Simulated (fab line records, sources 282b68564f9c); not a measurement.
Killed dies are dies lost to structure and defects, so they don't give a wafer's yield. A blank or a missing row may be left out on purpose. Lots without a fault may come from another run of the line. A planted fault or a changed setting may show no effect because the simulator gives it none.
Which tool did it? | flow rit_cmos | 13 lots, 39 wafers sampled, at 8 steps of a route of 202

WHAT THE GAUGES READ, wafer by wafer
RIT_NRETRO_OVL_MEAS_06. Usual: NRETRO_OVL -1.1 nm, standard deviation 1.4.
lot  | measured    | on         | NRETRO_OVL (nm) | flag
L466 | day 2 06:52 | overlay-01 | -1.1 -0.5 -1.0  |
L467 | day 2 11:40 | overlay-01 | -0.2 -2.8 -0.6  |
L469 | day 2 22:01 | overlay-01 | -3.2 0.5 -1.4   |
L470 | day 3 02:56 | overlay-01 | -0.5 -4.7 -0.6  |
L473 | day 3 17:13 | overlay-02 | -0.1 -1.5 0.6   |
L474 | day 3 23:23 | overlay-01 | -1.3 -2.9 -3.4  |
L475 | day 4 07:16 | overlay-02 | 2.0 -1.2 -1.8   |
L476 | day 4 10:34 | overlay-02 | -0.7 0.0 -0.3   |
L478 | day 4 18:36 | overlay-01 | -1.6 0.3 1.8    |
L485 | day 6 06:11 | overlay-02 | -1.3 -0.2 0.9   |
L486 | day 6 10:49 | overlay-01 | 0.7 0.4 0.9     |
L487 | day 6 16:29 | overlay-02 | -0.7 -1.9 -0.7  |
L489 | day 7 02:47 | overlay-02 | 0.8 0.7 0.9     |

RIT_GATE_THK_MEAS_09. Usual: GATE_POLY_THK 249.8 nm, standard deviation 2.
lot  | measured    | on            | GATE_POLY_THK (nm) | flag
L466 | day 2 16:00 | film_metro-03 | 251.1 249.8 252.8  |
L467 | day 2 17:37 | film_metro-04 | 249.8 249.3 248.3  |
L469 | day 3 04:41 | film_metro-02 | 252.9 253.7 254.6  |
L470 | day 3 09:38 | film_metro-03 | 253.3 251.8 251.6  |
L473 | day 3 22:55 | film_metro-03 | 249.8 250.4 249.5  |
L474 | day 4 05:50 | film_metro-02 | 248.9 251.0 250.5  |
L475 | day 4 14:29 | film_metro-02 | 248.7 249.6 248.7  |
L476 | day 4 16:59 | film_metro-03 | 248.8 252.8 249.4  |
L478 | day 5 04:21 | film_metro-03 | 249.9 248.1 247.7  |
L485 | day 6 12:23 | film_metro-02 | 251.0 250.7 249.8  |
L486 | day 6 19:58 | film_metro-04 | 250.3 248.2 248.6  |
L487 | day 6 22:34 | film_metro-03 | 247.6 249.3 250.9  |
L489 | day 7 10:42 | film_metro-04 | 247.9 249.1 248.2  |

RIT_SDANNEAL_RS_MEAS_04: measures by four-point-probe. Usual: PSD_RS 115.6 ohm/sq, standard deviation 0.32.
lot  | measured    | on            | PSD_RS (ohm/sq)   | flag
L466 | day 3 05:49 | film_metro-01 | 115.8 115.4 115.6 |
L467 | day 3 08:30 | film_metro-02 | 115.9 115.8 115.4 |
L469 | day 3 20:39 | film_metro-02 | 115.7 115.1 115.4 |
L470 | day 4 00:26 | film_metro-01 | 115.6 115.4 115.6 |
L473 | day 4 13:07 | film_metro-04 | 115.7 115.5 115.7 |
L474 | day 4 22:00 | film_metro-01 | 115.2 115.3 114.9 |
L475 | day 5 05:32 | film_metro-04 | 115.6 115.6 115.6 |
L476 | day 5 08:38 | film_metro-02 | 97.3 97.4 97.7    | OFF
L478 | day 5 18:18 | film_metro-02 | 97.7 97.3 97.4    | OFF
L485 | day 7 03:02 | film_metro-02 | 115.8 115.9 115.9 |
L486 | day 7 10:41 | film_metro-02 | 116.1 115.6 116.0 |
L487 | day 7 12:17 | film_metro-01 | 115.2 115.5 115.5 |
L489 | day 8 02:58 | film_metro-02 | 115.9 115.8 115.7 |

RIT_SDANNEAL_RS_MEAS_05: measures by four-point-probe. Usual: NSD_RS 84.4 ohm/sq, standard deviation 0.33.
lot  | measured    | on            | NSD_RS (ohm/sq) | flag
L466 | day 3 05:56 | film_metro-01 | 84.2 84.0 84.0  |
L467 | day 3 08:37 | film_metro-02 | 84.4 84.4 84.2  |
L469 | day 3 20:46 | film_metro-02 | 84.4 84.6 84.3  |
L470 | day 4 00:33 | film_metro-01 | 84.1 84.0 84.0  |
L473 | day 4 13:14 | film_metro-04 | 84.9 84.7 84.7  |
L474 | day 4 22:07 | film_metro-01 | 84.5 85.1 84.5  |
L475 | day 5 05:40 | film_metro-04 | 84.4 84.6 85.1  |
L476 | day 5 08:45 | film_metro-02 | 81.5 81.2 81.5  | OFF
L478 | day 5 18:25 | film_metro-02 | 81.9 82.1 81.8  | OFF
L485 | day 7 03:10 | film_metro-02 | 84.0 83.8 84.1  |
L486 | day 7 10:49 | film_metro-02 | 84.9 84.8 84.7  |
L487 | day 7 12:25 | film_metro-01 | 84.0 84.1 83.8  |
L489 | day 8 03:05 | film_metro-02 | 84.4 84.4 84.7  |

RIT_SDANNEAL_RS_MEAS_06: measures by four-point-probe. Usual: PLDD_RS 178.3 ohm/sq, standard deviation 0.51.
lot  | measured    | on            | PLDD_RS (ohm/sq)  | flag
L466 | day 3 06:04 | film_metro-01 | 177.5 178.0 178.7 |
L467 | day 3 08:44 | film_metro-02 | 179.0 178.5 178.4 |
L469 | day 3 20:53 | film_metro-02 | 178.3 178.3 178.2 |
L470 | day 4 00:40 | film_metro-01 | 177.8 178.0 177.3 |
L473 | day 4 13:22 | film_metro-04 | 178.1 178.5 177.7 |
L474 | day 4 22:14 | film_metro-01 | 178.2 178.4 177.5 |
L475 | day 5 05:47 | film_metro-04 | 178.1 178.6 178.3 |
L476 | day 5 08:52 | film_metro-02 | 161.2 161.5 161.8 | OFF
L478 | day 5 18:32 | film_metro-02 | 161.1 161.0 161.3 | OFF
L485 | day 7 03:17 | film_metro-02 | 178.4 177.4 178.4 |
L486 | day 7 10:56 | film_metro-02 | 179.0 178.6 178.6 |
L487 | day 7 12:32 | film_metro-01 | 178.4 177.7 178.1 |
L489 | day 8 03:13 | film_metro-02 | 178.3 178.6 178.3 |

RIT_SDANNEAL_RS_MEAS_07: measures by four-point-probe. Usual: NLDD_RS 151.5 ohm/sq, standard deviation 0.52.
lot  | measured    | on            | NLDD_RS (ohm/sq)  | flag
L466 | day 3 06:11 | film_metro-01 | 151.2 150.6 151.2 |
L467 | day 3 08:52 | film_metro-02 | 151.3 151.4 151.9 |
L469 | day 3 21:01 | film_metro-02 | 152.6 152.3 152.3 |
L470 | day 4 00:47 | film_metro-01 | 150.8 150.5 150.8 |
L473 | day 4 13:29 | film_metro-04 | 152.1 151.3 151.6 |
L474 | day 4 22:22 | film_metro-01 | 151.8 151.3 151.0 |
L475 | day 5 05:54 | film_metro-04 | 150.6 151.1 151.1 |
L476 | day 5 08:59 | film_metro-02 | 148.8 148.4 148.7 | OFF
L478 | day 5 18:40 | film_metro-02 | 148.9 148.7 148.5 | OFF
L485 | day 7 03:24 | film_metro-02 | 151.5 151.5 152.2 |
L486 | day 7 11:03 | film_metro-02 | 151.9 151.8 151.8 |
L487 | day 7 12:39 | film_metro-01 | 151.1 151.0 151.4 |
L489 | day 8 03:20 | film_metro-02 | 151.8 151.7 151.4 |

WHICH TOOL RAN EACH LOT (tool, then ch and the chambers of the sampled wafers, then the start)
lot  | RIT_GATE_STRIP_20                   | RIT_SDANNEAL_RTA_03
L466 | plasma_asher-02 ch 0,1, day 2 17:20 | rtp_anneal-02 ch 0, day 3 05:46
L467 | plasma_asher-03 ch 0,1, day 2 18:56 | rtp_anneal-01 ch 0, day 3 08:27
L469 | plasma_asher-03 ch 0,1, day 3 06:02 | rtp_anneal-01 ch 0, day 3 20:35
L470 | plasma_asher-03 ch 1, day 3 10:59   | rtp_anneal-02 ch 0, day 4 00:22
L473 | plasma_asher-02 ch 0,1, day 4 00:39 | rtp_anneal-01 ch 0, day 4 13:04
L474 | plasma_asher-02 ch 0,1, day 4 07:35 | rtp_anneal-02 ch 0, day 4 21:55
L475 | plasma_asher-02 ch 0,1, day 4 15:49 | rtp_anneal-01 ch 0, day 5 05:29
L476 | plasma_asher-02 ch 0,1, day 4 18:26 | rtp_anneal-02 ch 0, day 5 08:34
L478 | plasma_asher-02 ch 0,1, day 5 05:48 | rtp_anneal-02 ch 0, day 5 18:15
L485 | plasma_asher-02 ch 0,1, day 6 13:44 | rtp_anneal-01 ch 0, day 7 02:57
L486 | plasma_asher-03 ch 0, day 6 21:17   | rtp_anneal-01 ch 0, day 7 10:38
L487 | plasma_asher-03 ch 0,1, day 6 23:53 | rtp_anneal-01 ch 0, day 7 12:14
L489 | plasma_asher-01 ch 0,1, day 7 12:05 | rtp_anneal-01 ch 0, day 8 02:54
- RIT_GATE_STRIP_20: strips in O2, time 180 s.
- RIT_SDANNEAL_RTA_03: time 5 s.

WHAT THE TOOLS THEMSELVES READ (means of the sampled wafers that have a number; where no wafer has one, the mark that the record gives instead)
RIT_GATE_STRIP_20. Usual: drypump_motor_current_A 5.5 A, standard deviation 0.44; rf_refl_power_W 6.7 W, standard deviation 1.6.
lot  | tool            | drypump_motor_current_A (A) | rf_refl_power_W (W) | flag
L466 | plasma_asher-02 | 5.5                         | 8.3                 |
L467 | plasma_asher-03 | 5.3                         | 5.9                 |
L469 | plasma_asher-03 | 5.3                         | 5.9                 |
L470 | plasma_asher-03 | 5.4                         | 5.1                 |
L473 | plasma_asher-02 | 5.6                         | 8.3                 |
L474 | plasma_asher-02 | 5.9                         | 6.8                 |
L475 | plasma_asher-02 | 5.9                         | 6.8                 |
L476 | plasma_asher-02 | 5.6                         | 8.0                 |
L478 | plasma_asher-02 | 5.6                         | 8.1                 |
L485 | plasma_asher-02 | 5.9                         | 6.9                 |
L486 | plasma_asher-03 | 5.1                         | 8.1                 |
L487 | plasma_asher-03 | 5.3                         | 5.8                 |
L489 | plasma_asher-01 | 5.8                         | 6.3                 |

RIT_SDANNEAL_RTA_03. Usual: ramp_up_c_per_s 342.00, standard deviation 0.057; wafer_temp_C_max 1053.6, standard deviation 1.3.
lot  | tool          | ramp_up_c_per_s | wafer_temp_C_max | flag
L466 | rtp_anneal-02 | 342.03          | 1054.3           |
L467 | rtp_anneal-01 | 341.96          | 1052.7           |
L469 | rtp_anneal-01 | 341.97          | 1053.6           |
L470 | rtp_anneal-02 | 341.99          | 1054.4           |
L473 | rtp_anneal-01 | 342.01          | 1053.4           |
L474 | rtp_anneal-02 | 341.97          | 1052.0           |
L475 | rtp_anneal-01 | 342.01          | 1053.6           |
L476 | rtp_anneal-02 | 342.00          | 1053.0           |
L478 | rtp_anneal-02 | 342.05          | 1053.4           |
L485 | rtp_anneal-01 | 341.99          | 1055.0           |
L486 | rtp_anneal-01 | 342.02          | 1053.4           |
L487 | rtp_anneal-01 | 341.98          | 1052.5           |
L489 | rtp_anneal-01 | 342.01          | 1053.8           |

THE ANSWER, worked out from the rows above alone
Rule: a lot is off if the mean of its wafers that have a number lies more than 3 standard deviations from the usual mean. A lot without any number at a reading at which 4 lots or more have one is off too. The other lots that the step has rows for count as sound. The gauges are gone through in route order, then the tools' own readings, and for those a lot's mean is taken as printed above. The first step at which some lot is off is used, and at that step the reading that is off furthest; a lot without a number counts as furthest.
Off: L476, L478, at RIT_SDANNEAL_RS_MEAS_04 (PSD_RS).
A tool fits if, at a process step before that reading, it ran every lot that is off, and no sound lot after the first of them. The gauges at RIT_SDANNEAL_RS_MEAS_04 are tried like those tools. One fits: rtp_anneal-02 at RIT_SDANNEAL_RTA_03. Its last sound lot is L474 (day 4 21:55), its first lot that is off L476 (day 5 08:34): a fault that began between those two fits.

WHAT THE SIMULATOR HAD PUT IN
Process parameter drift: rtp_anneal-02, from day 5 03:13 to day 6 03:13, at RIT_SDANNEAL_RTA_03. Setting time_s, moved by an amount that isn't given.
Lots struck among those shown: L476, L478. The rule above found the same.
